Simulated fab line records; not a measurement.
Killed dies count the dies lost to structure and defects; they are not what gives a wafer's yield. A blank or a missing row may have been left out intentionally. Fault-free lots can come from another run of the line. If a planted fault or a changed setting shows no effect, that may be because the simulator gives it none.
fab line records -- flow ritCmos
record lots=5, wafers=27
route steps=202 shown ACTIVE@4 SPACER@130 CONTACT@179
startH: start of the lot's first displayed wafer, in hours after the record's first day -- waitH: hours elapsed since this lot's preceding step -- " same as the row above -- L1.1+2: several wafers, shown together as one row -- - no value present, or no start provided -- * or withheld: withheld -- < > ~ a bound
route shown NAME@n: names a module that has steps shown in the file, with the first one's number in the route -- usual: average and standard deviation across the fault-free wafers -- same: alike in all rows -- chamber/n: place in a boat -- sites: the reading at each site -- _std_site: standard deviation of those values -- _edge_site: inner sites' mean taken away from outer sites' mean -- radiusMm: how far each site lies from the wafer's centre -- mask NAME#n: copy n -- behind: the tool/chamber that last shaped the wafer -- hold: cause of the lot's hold/its duration in hours/its outcome -- device: the transistor (n, p or np) that didn't switch -- end of line: the route-end tests of the same wafers -- a step without rows: its recipe alone -- killed: at the first sort, the dies lost to defects and structure; wafer yield is something else -- map: per-die view of a wafer (x killed, . not killed, _ where there is no die)
set.NAME: the setting that was run; set.NAME@STEP: the one run at that earlier step -- model.NAME: the simulator's own value behind a step, which no gauge read
lots run with intentionally changed settings; tables by step, rows by wafer
## steps
# step RIT_ACTIVE_CVD_03
# recipe material=Si3N4, targetThkNm=150, tempC=810, precursor=SiH2Cl2/NH3, timeS=1500, pressureMtorr=300, sih2cl2FlowSccm=60, nh3FlowSccm=150
lot.wafer,tool,chamber,startH,waitH,set.timeS,model.Si3N4_of_ACTIVE_CVD_03.thkNm
L075.1,-,-,-,0.1,1141,113.3
L075.2,-,-,-,0.1,1141,112.8
L075.3+5,-,-,-,0.1,1141,113
L075.4,-,-,-,0.1,1141,111.7
L075.6,-,-,-,0.1,1141,113.4
L079.1,-,-,-,0.1,1500,150
L079.2+3,-,-,-,0.1,1500,148.9
L079.4,-,-,-,0.1,1500,149.5
L079.5,-,-,-,0.1,1500,149.9
L079.6,-,-,-,0.1,1500,149.8
L080.1,lpcvd-02,0,44.27,0.1,1500,148.4
L080.4,lpcvd-02,0,44.27,0.1,1500,150.3
L080.5,lpcvd-02,0,44.27,0.1,1500,150.2
L084.1+3+4,-,-,-,0.1,2086,209.8
L084.2,-,-,-,0.1,2086,209.6
L084.5,-,-,-,0.1,2086,209.2
L084.6,-,-,-,0.1,2086,209.5
L085.1,-,-,-,0.1,677.9,68.06
L085.2,-,-,-,0.1,677.9,68.1
L085.3,-,-,-,0.1,677.9,68.4
L085.4,-,-,-,0.1,677.9,67.47
L085.5,-,-,-,0.1,677.9,68.35
L085.6,-,-,-,0.1,677.9,68.11
# step RIT_ACTIVE_THK_MEAS_04
# recipe reads=Si3N4_of_ACTIVE_CVD_03
# usual ACTIVE_NITRIDE_THK=149.9/0.92
lot.wafer,tool,chamber,startH,waitH,set.timeS@ACTIVE_CVD_03,ACTIVE_NITRIDE_THK[nm]
L075.1,filmMetro-02,-,-,-,1141,113.4
L075.2,filmMetro-02,-,-,-,1141,112.8
L075.3,filmMetro-02,-,-,-,1141,113.1
L075.4,filmMetro-02,-,-,-,1141,111.7
L075.5,filmMetro-02,-,-,-,1141,113.0
L075.6,filmMetro-02,-,-,-,1141,113.5
L079.1,filmMetro-02,-,-,-,1500,149.9
L079.2,filmMetro-02,-,-,-,1500,149.1
L079.3,filmMetro-02,-,-,-,1500,149.0
L079.4,filmMetro-02,-,-,-,1500,149.6
L079.5,filmMetro-02,-,-,-,1500,149.9
L079.6,filmMetro-02,-,-,-,1500,149.9
L080.1,filmMetro-04,-,45.69,0.0,1500,148.4
L080.4,filmMetro-04,-,45.69,0.0,1500,150.3
L080.5,filmMetro-04,-,45.69,0.0,1500,150.1
L084.1,filmMetro-01,-,-,-,2086,209.7
L084.2,filmMetro-01,-,-,-,2086,209.5
L084.3,filmMetro-01,-,-,-,2086,209.9
L084.4,filmMetro-01,-,-,-,2086,209.8
L084.5,filmMetro-01,-,-,-,2086,209.1
L084.6,filmMetro-01,-,-,-,2086,209.4
L085.1,filmMetro-04,-,-,-,677.9,68.1
L085.2,filmMetro-04,-,-,-,677.9,68.0
L085.3,filmMetro-04,-,-,-,677.9,68.4
L085.4,filmMetro-04,-,-,-,677.9,67.4
L085.5,filmMetro-04,-,-,-,677.9,68.3
L085.6,filmMetro-04,-,-,-,677.9,68.1
# step RIT_ACTIVE_HMDS_05
# recipe primeTimeS=60, primeTempC=140
# step RIT_ACTIVE_COAT_06
# recipe resist=NOVOLAK, spinRpm=3250, resistThkNm=1018
# step RIT_ACTIVE_HARDBAKE_12
# recipe resist=NOVOLAK, tempC=140, timeS=60
# step RIT_ACTIVE_ETCH_13
# recipe stopOn=SiO2, chemistry=SF6, target=Si3N4, timeS=210, overEtchFrac=0.4, SF6_flow_sccm=200, pressureMtorr=260, rfW=125, targetDepthA=2100
# usual oesProductAu=0.820/0.016
lot.wafer,tool,chamber,startH,waitH,set.timeS@ACTIVE_CVD_03,oesProductAu,model.etch.depthNm
L075.1,rieDiel-01,1,20.45,0.1,1141,0.729,113.3
L075.2,rieDiel-01,0,20.45,0.1,1141,0.724,112.8
L075.3,rieDiel-01,3,20.45,0.1,1141,0.702,113
L075.4,rieDiel-01,2,20.45,0.1,1141,0.688,111.7
L075.5,rieDiel-01,1,20.45,0.1,1141,0.738,113
L075.6,rieDiel-01,0,20.45,0.1,1141,0.719,113.4
L079.1,rieDiel-04,1,39.83,0.1,1500,0.836,150
L079.2,rieDiel-04,0,39.83,0.1,1500,0.810,148.9
L079.3,rieDiel-04,2,39.83,0.1,1500,0.821,148.9
L079.4,rieDiel-04,3,39.83,0.1,1500,0.809,149.5
L079.5,rieDiel-04,0,39.83,0.1,1500,0.827,149.9
L079.6,rieDiel-04,3,39.83,0.1,1500,0.812,149.8
L080.1,rieDiel-01,3,47.00,0.1,1500,0.811,148.4
L080.4,rieDiel-01,2,47.00,0.1,1500,0.790,150.3
L080.5,rieDiel-01,1,47.00,0.1,1500,0.849,150.2
L084.1,rieDiel-01,1,65.57,0.1,2086,1.021,209.8
L084.2,rieDiel-01,2,65.57,0.1,2086,0.965,209.6
L084.3,rieDiel-01,2,65.57,0.1,2086,0.958,209.8
L084.4,rieDiel-01,1,65.57,0.1,2086,1.012,209.8
L084.5,rieDiel-01,1,65.57,0.1,2086,1.020,209.2
L084.6,rieDiel-01,2,65.57,0.1,2086,0.960,209.5
L085.1,rieDiel-04,2,69.74,0.1,677.9,0.588,68.06
L085.2,rieDiel-04,3,69.74,0.1,677.9,0.575,68.1
L085.3,rieDiel-04,1,69.74,0.1,677.9,0.593,68.4
L085.4,rieDiel-04,0,69.74,0.1,677.9,0.572,67.47
L085.5,rieDiel-04,1,69.74,0.1,677.9,0.589,68.35
L085.6,rieDiel-04,0,69.74,0.1,677.9,0.573,68.11
# step RIT_SPACER_ETCHBACK_05
# recipe targetDepthA=2500, SF6_flow_sccm=30, CHF3_flow_sccm=30, target=Si3N4, chemistry=SF6/CHF3, pressureMtorr=40, rfW=250, timeS=240, stopOn=SiO2
lot.wafer,tool,chamber,startH,waitH,set.timeS,model.poly-Si_of_GATE_CVD_08.thkNm,model.Si3N4_of_SPACER_CVD_03.thkNm,model.SiO2_of_FOX2_OXIDATION_00.thkNm
L075.1,rieDiel-01,3,57.32,0.1,338.9,141.8,176.1,156
L075.2,rieDiel-01,2,57.32,0.1,338.9,138.6,173.6,153.6
L075.3,rieDiel-01,1,57.32,0.1,338.9,140.1,175.9,157.3
L075.4,rieDiel-01,2,57.32,0.1,240,168.8,197.2,173.5
L075.5,rieDiel-01,3,57.32,0.1,240,166.4,197.7,175
L075.6,rieDiel-01,1,57.32,0.1,240,168.4,199.1,179.5
L079.1,rieDiel-03,2,77.60,0.1,240,165.6,194.5,174.1
L079.2,rieDiel-03,0,77.60,0.1,314.3,149.1,180.8,168.3
L079.3,rieDiel-03,1,77.60,0.1,314.3,147.9,181.6,163.9
L079.4,rieDiel-03,3,77.60,0.1,314.3,148.3,182.3,159.8
L079.5,rieDiel-03,0,77.60,0.1,240,168.1,196.1,179.9
L079.6,rieDiel-03,3,77.60,0.1,240,168.7,198,172.6
L080.1,rieDiel-02,0,81.11,0.1,240,168.9,195.9,171.8
L080.4,rieDiel-02,1,81.11,0.1,240,170.2,196.5,172.9
L080.5,rieDiel-02,3,81.11,0.1,240,168.5,197.2,175.4
L084.1,rieDiel-02,0,97.84,0.1,240,164.9,196.9,185.2
L084.2,rieDiel-02,1,97.84,0.1,240,164.7,197.2,180.5
L084.3,rieDiel-02,2,97.84,0.1,304,147.9,183.4,164.2
L084.4,rieDiel-02,3,97.84,0.1,304,148.6,183.9,168.8
L084.5,rieDiel-02,3,97.84,0.1,304,146.8,184.4,174
L084.6,rieDiel-02,0,97.84,0.1,240,166.7,197.4,178.1
L085.1,rieDiel-01,3,104.17,0.1,240,166,195.5,183.7
L085.2,rieDiel-01,0,104.17,0.1,240,167.2,195.6,183.2
L085.3,rieDiel-01,2,104.17,0.1,240,167.1,194.1,180.5
L085.4,rieDiel-01,1,104.17,0.1,240,168.8,194.5,184.7
L085.5,rieDiel-01,3,104.17,0.1,240,167.2,194.8,180.1
L085.6,rieDiel-01,0,104.17,0.1,240,168.5,194.3,182.4
# step RIT_CONTACT_ETCH_11
# recipe targetDepthA=4800, overEtchFrac=0.2, stopOn=TiSi2, chemistry=CHF3/CF4/Ar, target=SiO2, CHF3_flow_sccm=50, cf4FlowSccm=10, Ar_flow_sccm=100, O2_flow_sccm=5, pressureMtorr=100, rfW=200, timeS=320
lot.wafer,tool,chamber,startH,waitH,set.timeS,model.NOVOLAK_of_CONTACT_COAT_03.thkNm
L075.1,rieDiel-04,2,63.24,0.1,320,762
L075.2,rieDiel-04,3,63.24,0.1,131.6,828.1
L075.3,rieDiel-04,1,63.24,0.1,320,761.9
L075.4,rieDiel-04,0,63.24,0.1,320,757
L075.5,rieDiel-04,2,63.24,0.1,131.6,829.1
L075.6,rieDiel-04,3,63.24,0.1,131.6,825.2
L079.1,rieDiel-03,1,83.43,0.1,320,767.8
L079.2+4,rieDiel-03,"3,1",83.43,0.1,320,768.1
L079.3,rieDiel-03,0,83.43,0.1,320,764.6
L079.5,rieDiel-03,0,83.43,0.1,320,766.9
L079.6,rieDiel-03,3,83.43,0.1,320,766.2
L080.1,rieDiel-04,2,87.36,0.1,320,764.5
L080.4,rieDiel-04,3,87.36,0.1,320,757.6
L080.5,rieDiel-04,1,87.36,0.1,320,765.7
L084.1,rieDiel-02,1,104.09,0.1,448,723.4
L084.2,rieDiel-02,3,104.09,0.1,448,718.4
L084.3,rieDiel-02,2,104.09,0.1,320,762.8
L084.4,rieDiel-02,0,104.09,0.1,320,761
L084.5,rieDiel-02,2,104.09,0.1,448,721.8
L084.6,rieDiel-02,3,104.09,0.1,320,765.6
L085.1,rieDiel-02,0,110.22,0.1,320,758.1
L085.2,rieDiel-02,3,110.22,0.1,405.5,727.8
L085.3,rieDiel-02,1,110.22,0.1,320,765.2
L085.4,rieDiel-02,2,110.22,0.1,320,760.7
L085.5,rieDiel-02,1,110.22,0.1,405.5,732.7
L085.6,rieDiel-02,2,110.22,0.1,405.5,729
## key
split step=RIT_ACTIVE_CVD_03, setting=timeS, stated=1500, by=lot
response step=RIT_ACTIVE_CVD_03, reading=model.Si3N4_of_ACTIVE_CVD_03.thkNm, change=+1.51, per=1%, r=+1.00
response step=RIT_ACTIVE_THK_MEAS_04, reading=ACTIVE_NITRIDE_THK, change=+1.51, per=1%, r=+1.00
response step=RIT_ACTIVE_ETCH_13, reading=oesProductAu, change=+0.00434, per=1%, r=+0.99
response step=RIT_ACTIVE_ETCH_13, reading=model.etch.depthNm, change=+1.51, per=1%, r=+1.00
split step=RIT_SPACER_ETCHBACK_05, setting=timeS, stated=240, by=wafer
response step=RIT_SPACER_ETCHBACK_05, reading=model.poly-Si_of_GATE_CVD_08.thkNm, change=-0.653, per=1%, r=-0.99
response step=RIT_SPACER_ETCHBACK_05, reading=model.Si3N4_of_SPACER_CVD_03.thkNm, change=-0.518, per=1%, r=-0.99
response step=RIT_SPACER_ETCHBACK_05, reading=model.SiO2_of_FOX2_OXIDATION_00.thkNm, change=-0.452, per=1%, r=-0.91
split step=RIT_CONTACT_ETCH_11, setting=timeS, stated=320, by=wafer
response step=RIT_CONTACT_ETCH_11, reading=model.NOVOLAK_of_CONTACT_COAT_03.thkNm, change=-1.12, per=1%, r=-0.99
